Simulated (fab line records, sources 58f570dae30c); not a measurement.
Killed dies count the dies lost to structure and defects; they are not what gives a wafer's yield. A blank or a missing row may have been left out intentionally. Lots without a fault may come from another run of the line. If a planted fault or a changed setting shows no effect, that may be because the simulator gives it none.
Comparing a struck lot with a sound one -- flow berkeley-cmos170 -- 15 steps out of a route of 331
Sound: wafers L222.1, L222.4, L222.6. Wafers L229.2, L229.3, L229.6 were the ones struck. At the end, the cause is stated.
Order at every step that has rows: each side's tool, ch and its chambers, its first start. Under that, the readings that differ: sound wafers -- struck wafers -- difference of the means -- sigmas: that difference in standard deviations of wafers without a fault.
alike: a reading whose means differ by less than 2 such deviations, as well as words and numbers matching on both sides. not compared: withheld readings; readings where some wafer has no value; bounds like >300 that might hide an equal value; numbers whose values overlap and for which the record gives no deviation.
A row with sigmas, a row that says differs or no value, or rows on one side alone: a step with any of these is where the two part. When numbers do not overlap yet have no deviation, they are printed without sigmas and do not part them. A reading missing from all wafers of one side parts the sides only when that side holds two or more wafers.

first, 5 steps without rows for these wafers: UCB170_NLDD_COAT_01 (resist thk 900 nm); UCB170_NLDD_SOFTBAKE_02 (time 60 s); UCB170_NLDD_EXPOSE_03 (exposes mask NSELECT, target cd 1200 nm); UCB170_NLDD_PEB_04; UCB170_NLDD_DEVELOP_05 (develop time 45 s).
UCB170_NLDD_CD_MEAS_06: target cd 1200 nm.
  sound on cd-sem-01 at day 7 00:08; struck on cd-sem-01 at day 8 20:10
  alike: cd-nm
UCB170_NLDD_OVL_MEAS_07:
  sound on overlay-02 at day 7 00:16; struck on overlay-01 at day 8 20:16
  alike: NLDD_OVL
then, 2 steps without rows for these wafers: UCB170_NLDD_IMPLANT_08; UCB170_NLDD_IMPLANT_09.
UCB170_NLDD_STRIP_10: strips in O2.
  sound on plasma-asher-04 ch 0,1, day 7 00:36; struck on plasma-asher-02 ch 0,1, day 8 20:35
  alike: drypump-motor-current-A, o2-flow-sccm, oes-product-au, strip-time-to-endpoint-s
  not compared: rf-hours-counter-h
UCB170_NLDD_TW_MEAS_11:
  sound on film-metro-04 at day 7 00:42; struck on film-metro-01 at day 8 20:42
  alike: NLDD_TW
then, 1 step without rows for these wafers: UCB170_NLDD_CLEAN_12 (cleans in SPM, time 600 s).
UCB170_SPACER_CVD_00: deposits SiO2 from TEOS/O2, target thk 376 nm, time 47 s.
  sound on pecvd-01 ch 1,2, day 7 00:56; struck on pecvd-03 ch 0,2, day 8 21:08
  alike: heater-power-w, susceptor-temp-C
UCB170_SPACER_THK_MEAS_01:
  sound on film-metro-03 at day 7 00:59; struck on film-metro-01 at day 8 21:30
reading,sound,struck,difference,sigmas
SPACER_TEOS_THK (nm),373 375 378,754 733 759,+373,+85
following that, these wafers have no rows for 1 step: UCB170_M3_PROBE_99.

== WHERE THEY PART ==
At UCB170_SPACER_THK_MEAS_01 and nowhere else, as far as this record goes.

WHY: whatever the simulator had introduced
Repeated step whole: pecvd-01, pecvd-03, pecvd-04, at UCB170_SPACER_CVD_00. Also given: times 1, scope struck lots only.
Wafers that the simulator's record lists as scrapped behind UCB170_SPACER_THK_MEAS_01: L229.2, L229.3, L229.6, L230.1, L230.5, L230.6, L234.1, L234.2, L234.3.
